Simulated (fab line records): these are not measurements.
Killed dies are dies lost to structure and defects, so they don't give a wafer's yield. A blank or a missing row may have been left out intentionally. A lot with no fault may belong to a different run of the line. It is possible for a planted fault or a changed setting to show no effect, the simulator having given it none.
fab line records	flow rit_cmos
record lots=6	wafers=18	last_day=7
route steps=202 shown REOX@99 NLDD@103 PLDD@114 SPACER@125 NSD@131 M1@202
lots untouched by any fault: they come from a run of this same line in which no faults occurred
start_h: start of the lot's first displayed wafer, in hours after the record's first day	wait_h: time in hours since the lot's previous step	" same as the row above	L1.1+2: a single row standing in for several wafers	- no value, or no start was given	* or withheld: withheld	< > ~ a bound
route shown NAME@n: a module of which the file shows steps, and the number in the route of the first	usual: mean/standard deviation of fault-free wafers	same: alike in all rows	chamber/n: place in a boat	sites: the reading at each site	_std_site: standard deviation of those values	_edge_site: inner sites' mean taken away from outer sites' mean	radius_mm: how far each site lies from the wafer's centre	mask NAME#n: copy n	behind: the most recent tool/chamber to have shaped the wafer	hold: the reason the lot was held/the length of the hold in hours/how it ended	device: transistor that didn't switch, given as n, p or np	end of line: tests run on the same wafers once the route is complete	a step without rows: its recipe alone	killed: the dies lost at the first sort to structure and to defects; this is not the yield of the wafer	map: a wafer's dies, marking killed ones x, the rest . and places with no die _
set.NAME: the setting as run; set.NAME@STEP: as run at that earlier step	model.NAME: the simulator's own value behind a step, which no gauge read
lots seen at some steps along the route; tables by step, rows by wafer
services: when a tool's chamber went out of use (start_h, in hours from the record's first day, below 0 if earlier), for how many hours, and the reason
## steps
# step RIT_REOX_CLEAN_01
# recipe chemistry=dHF	dilution=50:1	time_s=30
# step RIT_REOX_CLEAN_02
# recipe chemistry=SC2	mix=3:3:50	time_s=600	temp_c=75	dry=n2_spin
# step RIT_REOX_OXIDATION_03
# recipe temp_c=900	ambient=O2	target_thk_a=252	ox_time_s=5580
# step RIT_REOX_THK_MEAS_04
# recipe reads=SiO2_of_REOX_OXIDATION_03
# usual REOX_OXIDE_THK=25.3/0.44
lot.wafer	tool	chamber	start_h	wait_h	REOX_OXIDE_THK[nm]
L888.2	film_metro-02	-	42.64	0.0	25.4
L888.5	"	-	"	"	25.2
L888.6	"	-	"	"	25.4
L890.2	film_metro-04	-	52.85	0.0	25.3
L890.4	"	-	"	"	25.0
L890.5	"	-	"	"	25.1
L892.2	film_metro-02	-	63.29	0.0	24.6
L892.3	"	-	"	"	24.7
L892.6	"	-	"	"	24.2
L893.1	film_metro-02	-	67.00	0.0	25.0
L893.4	"	-	"	"	25.3
L893.6	"	-	"	"	25.3
L900.1	film_metro-01	-	104.81	0.0	25.8
L900.2	"	-	"	"	25.5
L900.4	"	-	"	"	25.4
L911.1	film_metro-01	-	160.94	0.0	25.8
L911.3	"	-	"	"	26.2
L911.4	"	-	"	"	25.9
# step RIT_NLDD_HMDS_00
# recipe prime_time_s=60	prime_temp_c=140
# step RIT_NLDD_COAT_01
# recipe resist=NOVOLAK	spin_rpm=3250	resist_thk_nm=1000
# step RIT_NLDD_SOFTBAKE_02
# recipe resist=NOVOLAK	temp_c=90	time_s=60
# step RIT_NLDD_EXPOSE_03
# recipe mask_id=M7	na=0.57	target_cd_nm=40700	dose_mj=250
# step RIT_NLDD_PEB_04
# recipe resist=NOVOLAK	temp_c=withheld	time_s=withheld
# step RIT_NLDD_DEVELOP_05
# recipe resist=NOVOLAK	develop_time_s=50	dev_temp_c=23
# step RIT_NLDD_OVL_MEAS_06
# usual NLDD_OVL=0.4/1.2
lot.wafer	tool	chamber	start_h	wait_h	NLDD_OVL[nm]
L888.2	overlay-02	-	43.61	-	2.2
L888.5	"	-	"	"	0.8
L888.6	"	-	"	"	-0.3
L890.2	overlay-01	-	54.00	-	-0.1
L890.4	"	-	"	"	2.0
L890.5	"	-	"	"	0.8
L892.2	overlay-02	-	64.20	-	-1.2
L892.3	"	-	"	"	-0.5
L892.6	"	-	"	"	-0.8
L893.1	overlay-01	-	68.04	-	2.1
L893.4	"	-	"	"	-0.3
L893.6	"	-	"	"	0.9
L900.1	overlay-02	-	105.85	-	0.2
L900.2	"	-	"	"	0.0
L900.4	"	-	"	"	1.1
L911.1	overlay-01	-	161.98	-	-0.3
L911.3	"	-	"	"	3.1
L911.4	"	-	"	"	0.8
# step RIT_NLDD_HARDBAKE_07
# recipe resist=NOVOLAK	temp_c=140	time_s=60
# step RIT_NLDD_IMPLANT_08
# recipe species=P	energy_kev=20	dose_cm2=5e+14	tilt_deg=7
lot.wafer	tool	chamber	start_h	wait_h
L888.2+5+6	implanter-01	0	44.06	0.1
L890.2+4+5	implanter-01	0	54.20	0.1
L892.2+3+6	implanter-01	0	64.40	0.1
L892.2+3+6	implanter-01	0	64.72	0.3
L893.1+4+6	implanter-01	0	68.22	0.1
L900.1+2+4	implanter-03	0	106.03	0.1
L900.1+2+4	implanter-03	0	106.35	0.3
L911.1+3+4	implanter-01	0	162.16	0.1
# step RIT_NLDD_STRIP_09
# recipe chemistry=O2	time_s=180	resist=NOVOLAK	platen_temp_c=withheld	power_w=500	pressure_mtorr=4000	o2_flow_sccm=4000
# usual drypump_motor_current_A=5.9/0.37
lot.wafer	tool	chamber	start_h	wait_h	drypump_motor_current_A	rf_hours_counter_h
L888.2	plasma_asher-03	1	44.18	0.1	5.7	41
L888.5	"	1	"	"	5.7	-
L888.6	"	0	"	"	6.4	-
L890.2	plasma_asher-04	1	54.33	0.1	6.4	41
L890.4	"	1	"	"	6.4	-
L890.5	"	0	"	"	5.6	-
L892.2	plasma_asher-03	0	64.84	0.1	6.4	44
L892.3	"	0	"	"	6.4	-
L892.6	"	1	"	"	5.7	-
L893.1	plasma_asher-02	0	68.37	0.1	5.7	30
L893.4	"	0	"	"	5.6	-
L893.6	"	1	"	"	5.5	-
L900.1	plasma_asher-02	1	106.50	0.1	5.5	33
L900.2	"	0	"	"	5.6	33
L900.4	"	1	"	"	5.5	-
L911.1	plasma_asher-04	1	162.31	0.1	6.4	5
L911.3	"	0	"	"	5.6	-
L911.4	"	1	"	"	6.4	-
# step RIT_NLDD_TW_MEAS_10
# usual NLDD_TW=2490/20
lot.wafer	tool	chamber	start_h	wait_h	NLDD_TW
L888.2	film_metro-04	-	44.37	0.1	2518
L888.5	"	-	"	"	2510
L888.6	"	-	"	"	2508
L890.2	film_metro-04	-	54.51	0.1	2497
L890.4	"	-	"	"	2498
L890.5	"	-	"	"	2504
L892.2	film_metro-03	-	65.17	0.3	2951
L892.3	"	-	"	"	2937
L892.6	"	-	"	"	2949
L893.1	film_metro-04	-	68.55	0.1	2506
L893.4	"	-	"	"	2502
L893.6	"	-	"	"	2503
L900.1	film_metro-04	-	106.68	0.1	2964
L900.2	"	-	"	"	2992
L900.4	"	-	"	"	2970
L911.1	film_metro-01	-	162.49	0.1	2462
L911.3	"	-	"	"	2474
L911.4	"	-	"	"	2465
# step RIT_PLDD_HMDS_00
# recipe prime_time_s=60	prime_temp_c=140
# step RIT_PLDD_COAT_01
# recipe resist=NOVOLAK	spin_rpm=3250	resist_thk_nm=1000
# step RIT_PLDD_SOFTBAKE_02
# recipe resist=NOVOLAK	temp_c=90	time_s=60
# step RIT_PLDD_EXPOSE_03
# recipe mask_id=M8	na=0.57	target_cd_nm=40900	dose_mj=250
# step RIT_PLDD_PEB_04
# recipe resist=NOVOLAK	temp_c=withheld	time_s=withheld
# step RIT_PLDD_DEVELOP_05
# recipe resist=NOVOLAK	develop_time_s=50	dev_temp_c=23
# step RIT_PLDD_OVL_MEAS_06
# usual PLDD_OVL=0.1/1.3
lot.wafer	tool	chamber	start_h	wait_h	PLDD_OVL[nm]
L888.2	overlay-01	-	45.27	-	-2.1
L888.5	"	-	"	"	0.6
L888.6	"	-	"	"	-2.0
L890.2	overlay-01	-	55.54	-	0.3
L890.4	"	-	"	"	1.3
L890.5	"	-	"	"	-0.4
L892.2	overlay-01	-	66.08	-	-1.2
L892.3	"	-	"	"	-0.3
L892.6	"	-	"	"	-0.5
L893.1	overlay-01	-	69.46	-	0.3
L893.4	"	-	"	"	-0.9
L893.6	"	-	"	"	-0.7
L900.1	overlay-02	-	107.59	-	1.1
L900.2	"	-	"	"	-1.2
L900.4	"	-	"	"	0.5
L911.1	overlay-01	-	163.52	-	0.5
L911.3	"	-	"	"	0.3
L911.4	"	-	"	"	1.3
# step RIT_PLDD_HARDBAKE_07
# recipe resist=NOVOLAK	temp_c=140	time_s=60
# step RIT_PLDD_IMPLANT_08
# recipe species=BF2	energy_kev=19.62	dose_cm2=9e+14	tilt_deg=7
# step RIT_PLDD_STRIP_09
# recipe chemistry=O2	time_s=180	resist=NOVOLAK	platen_temp_c=withheld	power_w=500	pressure_mtorr=4000	o2_flow_sccm=4000
# usual drypump_motor_current_A=6.0/0.35
lot.wafer	tool	chamber	start_h	wait_h	drypump_motor_current_A	rf_hours_counter_h
L888.2	plasma_asher-01	0	45.60	0.1	5.8	37
L888.5	"	1	"	"	6.4	-
L888.6	"	0	"	"	5.8	-
L890.2	plasma_asher-04	1	55.87	0.1	6.4	41
L890.4	"	1	"	"	6.4	-
L890.5	"	0	"	"	5.6	-
L892.2	plasma_asher-03	1	66.41	0.1	5.7	44
L892.3	"	0	"	"	6.4	-
L892.6	"	0	"	"	6.4	-
L893.1	plasma_asher-01	0	69.79	0.1	5.8	40
L893.4	"	0	"	"	5.8	-
L893.6	"	0	"	"	5.8	-
L900.1	plasma_asher-03	1	107.92	0.1	5.7	48
L900.2	"	0	"	"	6.4	48
L900.4	"	0	"	"	6.4	-
L911.1	plasma_asher-03	1	163.86	0.1	5.7	54
L911.3	"	0	"	"	6.4	-
L911.4	"	1	"	"	5.7	-
# step RIT_PLDD_TW_MEAS_10
# usual PLDD_TW=2326/20
lot.wafer	tool	chamber	start_h	wait_h	PLDD_TW
L888.2	film_metro-01	-	45.79	0.1	2312
L888.5	"	-	"	"	2318
L888.6	"	-	"	"	2328
L890.2	film_metro-04	-	56.06	0.1	2362
L890.4	"	-	"	"	2340
L890.5	"	-	"	"	2356
L892.2	film_metro-01	-	66.60	0.1	2319
L892.3	"	-	"	"	2303
L892.6	"	-	"	"	2301
L893.1	film_metro-03	-	69.97	0.1	2327
L893.4	"	-	"	"	2344
L893.6	"	-	"	"	2339
L900.1	film_metro-01	-	108.10	0.1	2306
L900.2	"	-	"	"	2304
L900.4	"	-	"	"	2303
L911.1	film_metro-01	-	164.03	0.1	2314
L911.3	"	-	"	"	2312
L911.4	"	-	"	"	2302
# step RIT_SPACER_CLEAN_00
# recipe chemistry=SC1	mix=3:3:50	time_s=600	temp_c=75
# step RIT_SPACER_CLEAN_01
# recipe chemistry=dHF	dilution=50:1	time_s=30
# step RIT_SPACER_CLEAN_02
# recipe chemistry=SC2	mix=3:3:50	time_s=600	temp_c=75	dry=n2_spin
# step RIT_SPACER_CVD_03
# recipe material=Si3N4	target_thk_nm=250	temp_c=810	precursor=SiH2Cl2/NH3	time_s=3300	pressure_mtorr=300	sih2cl2_flow_sccm=60	nh3_flow_sccm=150
# step RIT_SPACER_THK_MEAS_04
# recipe reads=Si3N4_of_SPACER_CVD_03
# usual SPACER_NITRIDE_THK=249.8/2.6
lot.wafer	tool	chamber	start_h	wait_h	SPACER_NITRIDE_THK[nm]
L888.2	film_metro-03	-	48.13	0.0	252.7
L888.5	"	-	"	"	251.1
L888.6	"	-	"	"	250.5
L890.2	film_metro-02	-	58.40	0.0	246.9
L890.4	"	-	"	"	245.9
L890.5	"	-	"	"	247.0
L892.2	film_metro-02	-	68.94	0.0	250.1
L892.3	"	-	"	"	250.1
L892.6	"	-	"	"	248.9
L893.1	film_metro-02	-	72.31	0.0	250.7
L893.4	"	-	"	"	251.4
L893.6	"	-	"	"	253.3
L900.1	film_metro-01	-	111.42	0.0	251.3
L900.2	"	-	"	"	246.7
L900.4	"	-	"	"	248.7
L911.1	film_metro-02	-	166.57	0.0	251.7
L911.3	"	-	"	"	252.0
L911.4	"	-	"	"	249.6
# step RIT_SPACER_ETCHBACK_05
# recipe target_depth_a=2500	SF6_flow_sccm=30	CHF3_flow_sccm=30	target=Si3N4	chemistry=SF6/CHF3	pressure_mtorr=40	rf_w=250	time_s=240	stop_on=SiO2
# usual SF6_flow_sccm=29.99/0.085	drypump_motor_current_A=5.9/0.42	oes_product_au=0.843/0.017	throttle_valve_pct=10.25/0.13
lot.wafer	tool	chamber	start_h	wait_h	SF6_flow_sccm	drypump_motor_current_A	oes_product_au	rf_hours_counter_h	throttle_valve_pct
L888.2	rie_diel-01	0	48.18	0.0	29.89	5.7	0.857	160	10.20
L888.5	"	0	"	"	30.04	5.7	0.846	-	10.19
L888.6	"	3	"	"	29.94	6.0	0.843	-	10.61
L890.2	rie_diel-04	3	58.45	0.0	30.09	5.8	0.812	29	10.29
L890.4	"	1	"	"	30.06	6.2	0.839	71	10.20
L890.5	"	2	"	"	29.98	6.3	0.816	-	10.11
L892.2	rie_diel-04	3	68.99	0.0	29.90	5.8	0.828	29	10.31
L892.3	"	1	"	"	29.98	6.2	0.858	71	10.20
L892.6	"	1	"	"	29.91	6.3	0.849	-	10.19
L893.1	rie_diel-01	0	72.37	0.1	30.09	5.7	0.849	160	10.20
L893.4	"	3	"	"	30.03	6.0	0.849	159	10.62
L893.6	"	2	"	"	30.00	6.2	0.842	-	10.17
L900.1	rie_diel-04	0	111.48	0.1	30.02	6.2	0.879	131	10.24
L900.2	"	3	"	"	29.84	5.7	0.821	29	10.31
L900.4	"	1	"	"	30.15	6.2	0.864	72	10.21
L911.1	rie_diel-03	2	166.63	0.1	29.97	5.8	0.846	131	10.30
L911.3	"	1	"	"	30.00	6.0	0.832	11	10.22
L911.4	"	0	"	"	30.13	5.6	0.867	7	10.15
# step RIT_NSD_HMDS_00
# recipe prime_time_s=60	prime_temp_c=140
# step RIT_NSD_COAT_01
# recipe resist=NOVOLAK	spin_rpm=3250	resist_thk_nm=1000
# step RIT_NSD_SOFTBAKE_02
# recipe resist=NOVOLAK	temp_c=90	time_s=60
# step RIT_NSD_EXPOSE_03
# recipe mask_id=M9	na=0.57	target_cd_nm=40700	dose_mj=250
# step RIT_NSD_PEB_04
# recipe resist=NOVOLAK	temp_c=withheld	time_s=withheld
# step RIT_NSD_DEVELOP_05
# recipe resist=NOVOLAK	develop_time_s=50	dev_temp_c=23
# step RIT_NSD_OVL_MEAS_06
# usual NSD_OVL=0.1/1.3
lot.wafer	tool	chamber	start_h	wait_h	NSD_OVL[nm]
L888.2	overlay-01	-	49.46	-	1.2
L888.5	"	-	"	"	-0.3
L888.6	"	-	"	"	-0.4
L890.2	overlay-02	-	59.58	-	-0.4
L890.4	"	-	"	"	-2.0
L890.5	"	-	"	"	0.8
L892.2	overlay-02	-	69.99	-	-1.3
L892.3	"	-	"	"	-2.7
L892.6	"	-	"	"	-4.0
L893.1	overlay-02	-	73.50	-	-0.8
L893.4	"	-	"	"	-3.0
L893.6	"	-	"	"	-2.2
L900.1	overlay-02	-	112.50	-	-0.7
L900.2	"	-	"	"	-0.5
L900.4	"	-	"	"	-1.8
L911.1	overlay-02	-	167.66	-	1.3
L911.3	"	-	"	"	2.3
L911.4	"	-	"	"	0.2
# step RIT_NSD_HARDBAKE_07
# recipe resist=NOVOLAK	temp_c=138.8	time_s=60
# step RIT_NSD_IMPLANT_08
# recipe species=P	energy_kev=24.54	dose_cm2=1e+15	tilt_deg=7
# step RIT_NSD_STRIP_09
# recipe chemistry=O2	time_s=180	resist=NOVOLAK	platen_temp_c=withheld	power_w=500	pressure_mtorr=4000	o2_flow_sccm=4000
# usual drypump_motor_current_A=5.9/0.35
lot.wafer	tool	chamber	start_h	wait_h	drypump_motor_current_A	rf_hours_counter_h
L888.2	plasma_asher-01	0	49.79	0.1	5.8	38
L888.5	"	0	"	"	5.8	-
L888.6	"	1	"	"	6.4	-
L890.2	plasma_asher-01	0	59.91	0.1	5.8	39
L890.4	"	1	"	"	6.4	-
L890.5	"	1	"	"	6.4	-
L892.2	plasma_asher-02	0	70.32	0.1	5.6	30
L892.3	"	0	"	"	5.7	-
L892.6	"	1	"	"	5.5	-
L893.1	plasma_asher-01	1	73.83	0.1	6.4	40
L893.4	"	0	"	"	5.8	-
L893.6	"	1	"	"	6.4	-
L900.1	plasma_asher-01	0	112.84	0.1	5.8	44
L900.2	"	1	"	"	6.4	44
L900.4	"	0	"	"	5.8	-
L911.1	plasma_asher-04	0	168.00	0.1	5.6	5
L911.3	"	0	"	"	5.6	-
L911.4	"	1	"	"	6.4	-
# step RIT_SDANNEAL_RS_MEAS_07
# recipe thk_meas_gauge=four-point-probe
# usual NLDD_RS=151.5/0.43
lot.wafer	tool	chamber	start_h	wait_h	NLDD_RS[ohm/sq]
L888.2	film_metro-03	-	52.40	0.1	151.6
L888.5	"	-	"	"	151.6
L888.6	"	-	"	"	151.6
L890.2	film_metro-04	-	62.40	0.1	151.2
L890.4	"	-	"	"	151.5
L890.5	"	-	"	"	151.7
L892.2	film_metro-03	-	73.18	0.1	86.6
L892.3	"	-	"	"	87.2
L892.6	"	-	"	"	86.7
L893.1	film_metro-03	-	76.32	0.1	151.7
L893.4	"	-	"	"	151.8
L893.6	"	-	"	"	151.1
L900.1	film_metro-01	-	115.63	0.1	86.4
L900.2	"	-	"	"	86.3
L900.4	"	-	"	"	86.2
L911.1	film_metro-03	-	170.45	0.1	150.7
L911.3	"	-	"	"	151.6
L911.4	"	-	"	"	151.4
# step RIT_M1_PROBE_99
# usual killed_at_front_end=6.3/2.9	killed_dies=6.4/2.8	killed_on_rim=1.7/1.4	killed_open=3.3/2	killed_short=3.1/2
# same gross_dies=264	killed_at_M0_to_M3=0	killed_at_M4_up=0	killed_at_back_side=0	killed_at_contacts=0	killed_at_other=0
lot.wafer	tool	chamber	start_h	wait_h	killed_at_front_end	killed_dies	killed_on_rim	killed_open	killed_short
L888.2	prober-01	-	59.31	0.1	5	5	2	0	5
L888.5	prober-01	-	59.46	0.2	4	4	1	2	2
L888.6	prober-01	-	59.51	0.2	10	10	3	5	5
L890.2	prober-01	-	69.34	0.1	6	6	2	4	2
L890.4	prober-01	-	69.44	0.2	3	3	0	3	0
L890.5	prober-01	-	69.49	0.2	3	3	1	2	1
L892.2	prober-01	-	80.45	0.1	5	5	1	1	4
L892.3	prober-01	-	80.50	0.2	13	13	6	7	6
L892.6	prober-01	-	80.65	0.2	5	5	2	3	2
L893.1	prober-02	-	83.56	0.1	8	8	1	2	6
L893.4	prober-02	-	83.71	0.2	4	4	1	3	1
L893.6	prober-02	-	83.81	0.2	9	9	2	2	7
L900.1	prober-02	-	122.94	0.1	5	5	0	2	3
L900.2	prober-02	-	122.99	0.1	8	8	2	4	4
L900.4	prober-02	-	123.09	0.2	6	6	2	3	3
L911.1	prober-01	-	177.79	0.1	11	11	3	4	7
L911.3	prober-01	-	177.89	0.2	5	5	4	4	1
L911.4	prober-01	-	177.94	0.2	8	8	1	5	3
# killed by level:class
L888.2 REOX:geometric_particle:short=3 GATE:geometric_particle:short=1 SPACER:geometric_particle:short=1
L888.5 GATE:geometric_particle:short=2 FOX1:geometric_particle:open=1 FOX2:geometric_particle:open=1
L888.6 GATE:geometric_particle:open=3 FOX2:geometric_particle:short=2 SPACER:geometric_particle:open=2 FOX1:geometric_particle:short=1 GATE:geometric_particle:short=1 SILICIDE:geometric_particle:short=1
L890.2 REOX:geometric_particle:open=2 GATE:geometric_particle:open=1 GATE:geometric_particle:short=1 REOX:geometric_particle:short=1 SPACER:geometric_particle:open=1
L890.4 GATE:geometric_particle:open=3
L890.5 FOX1:geometric_particle:open=1 GATE:geometric_particle:short=1 REOX:geometric_particle:open=1
L892.2 GATE:geometric_particle:short=2 FOX1:geometric_particle:short=1 FOX2:geometric_particle:short=1 GATE:geometric_particle:open=1
L892.3 GATE:geometric_particle:open=5 GATE:geometric_particle:short=4 SPACER:geometric_particle:short=2 FOX1:geometric_particle:open=1 FOX2:geometric_particle:open=1
L892.6 FOX1:geometric_particle:open=1 GATE:geometric_particle:short=1 GATE:geometric_particle:open=1 SPACER:geometric_particle:open=1 SILICIDE:geometric_particle:short=1
L893.1 GATE:geometric_particle:short=2 FOX1:geometric_particle:short=1 GATE:geometric_particle:open=1 REOX:geometric_particle:open=1 REOX:geometric_particle:short=1 SPACER:geometric_particle:short=1 SILICIDE:geometric_particle:short=1
L893.4 GATE:geometric_particle:open=3 SPACER:geometric_particle:short=1
L893.6 REOX:geometric_particle:short=2 FOX1:geometric_particle:short=1 FOX2:geometric_particle:short=1 GATE:geometric_particle:short=1 REOX:geometric_particle:open=1 SPACER:geometric_particle:short=1 SILICIDE:geometric_particle:open=1 SILICIDE:geometric_particle:short=1
L900.1 FOX1:geometric_particle:open=1 FOX1:geometric_particle:short=1 GATE:geometric_particle:open=1 REOX:geometric_particle:short=1 SILICIDE:geometric_particle:short=1
L900.2 REOX:geometric_particle:short=3 FOX1:geometric_particle:open=2 FOX2:geometric_particle:open=1 GATE:geometric_particle:short=1 SILICIDE:geometric_particle:open=1
L900.4 FOX1:geometric_particle:short=2 GATE:geometric_particle:open=2 FOX1:geometric_particle:open=1 GATE:geometric_particle:short=1
L911.1 GATE:geometric_particle:short=3 SPACER:geometric_particle:short=3 GATE:geometric_particle:open=2 FOX1:geometric_particle:short=1 REOX:geometric_particle:open=1 SILICIDE:geometric_particle:open=1
L911.3 GATE:geometric_particle:open=3 SPACER:geometric_particle:open=1 SILICIDE:geometric_particle:short=1
L911.4 FOX2:geometric_particle:open=2 SILICIDE:geometric_particle:open=2 FOX1:geometric_particle:short=1 FOX2:geometric_particle:short=1 GATE:geometric_particle:open=1 GATE:geometric_particle:short=1
## services
tool	chamber	start_h	hours	kind
plasma_asher-04	-	21.20	1.4	repair
implanter-01	-	28.34	3.4	repair
plasma_asher-03	-	32.03	0.3	repair
implanter-03	-	32.28	19.1	pm
implanter-01	-	32.32	5.6	pm
rie_diel-03	3	55.04	15.0	repair
plasma_asher-03	-	59.40	2.3	repair
rie_diel-04	-	65.34	1.1	repair
implanter-03	-	66.95	4.5	repair
rie_diel-03	1	81.72	18.8	repair
rie_diel-01	0	92.90	-	clean
rie_diel-01	0	92.90	15.9	scheduled_down
rie_diel-01	0	92.90	15.9	vent_cycle
rie_diel-03	-	97.19	2.8	pm
implanter-03	-	102.65	3.2	repair
rie_diel-03	2	107.50	12.0	repair
plasma_asher-04	-	108.75	9.0	pm
plasma_asher-04	0	108.75	9.0	vent_cycle
plasma_asher-04	1	108.75	9.0	vent_cycle
rie_diel-01	3	108.78	-	clean
rie_diel-01	-	110.22	0.2	repair
plasma_asher-04	0	117.75	-	clean
plasma_asher-04	1	117.75	-	clean
rie_diel-04	1	164.75	4.5	repair
## key
first_sign step=RIT_NLDD_IMPLANT_08	reading=visit	direction=added
effect step=RIT_NLDD_TW_MEAS_10	reading=NLDD_TW	direction=up	sigmas=24	usual=2490	struck=2961
effect step=RIT_SDANNEAL_RS_MEAS_07	reading=NLDD_RS	direction=down	sigmas=99+	usual=151.5	struck=86.6
met_at RIT_NLDD_IMPLANT_08
struck_wafers L892.2,L892.3,L892.6,L900.1,L900.2,L900.4
tester_left_out L892,L900
fault kind=repeated_step_whole	tool=implanter-01,implanter-03,implanter-04	chamber=-	onset_h=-	steps=RIT_NLDD_IMPLANT_08	times=1	scope=struck_lots_only
# tester_left_out: of these lots the tester's yield and bins aren't shown, on N5 and GAA mostly nor the transistor test; their killed dies are dies lost to structure and defects alone, not to doping, threshold or leakage, so they don't give the yield
